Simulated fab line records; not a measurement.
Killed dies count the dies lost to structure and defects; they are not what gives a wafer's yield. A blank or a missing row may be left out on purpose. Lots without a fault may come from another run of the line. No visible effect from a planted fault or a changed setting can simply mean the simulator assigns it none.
The tool behind it: which one?	flow ritCmos	7 lots, 21 wafers sampled, at 2 steps of a route of 202

## WHAT EACH GAUGE READ, for each wafer
RIT_ACTIVE_THK_MEAS_02.
lot	measured	on	ACTIVE_OXIDE_THK (nm)
L279	day 1 17:58	filmMetro-04	46.0 45.7 45.4
L281	day 2 03:29	filmMetro-02	48.8 49.1 48.6
L283	day 2 13:51	filmMetro-01	46.5 46.6 46.7
L292	day 4 15:37	filmMetro-04	44.0 43.1 43.6
L295	day 5 06:12	filmMetro-04	47.9 47.8 48.0
L297	day 5 11:21	filmMetro-04	47.1 47.0 47.4
L300	day 6 02:44	filmMetro-02	46.8 46.2 47.0

## WHICH TOOL RAN EACH LOT (tool, then ch and the chambers of the sampled wafers, then the start)
lot	RIT_ACTIVE_OXIDATION_01
L279	furnace-04 ch 0, day 1 16:01
L281	furnace-02 ch 0, day 2 01:32
L283	furnace-04 ch 0, day 2 11:55
L292	furnace-02 ch 0, day 4 13:41
L295	furnace-04 ch 0, day 5 04:14
L297	furnace-04 ch 0, day 5 09:25
L300	furnace-04 ch 0, day 6 00:49
- RIT_ACTIVE_OXIDATION_01: target thk 46.8 nm, ox time 3360 s.

## THE ANSWER, worked out from the rows above alone
Rule: the lots themselves supply what counts as usual. The widest of any qualifying gaps counts: lots, ordered by their means at a reading, are off when they make up no more than a third of the lots, leave a main group of 4 or more, and stand apart from it by 3 or more times the standard deviation of that group's means. A main group whose means are all the same, to the digits that the tables above print for the reading, isn't used. A lot without any number at a reading at which 4 lots or more have one is off too. Any other lot the step has rows for is counted as sound.
None of the lots is off at any reading shown; this tells nothing.

## WHAT THE SIMULATOR HAD INSERTED
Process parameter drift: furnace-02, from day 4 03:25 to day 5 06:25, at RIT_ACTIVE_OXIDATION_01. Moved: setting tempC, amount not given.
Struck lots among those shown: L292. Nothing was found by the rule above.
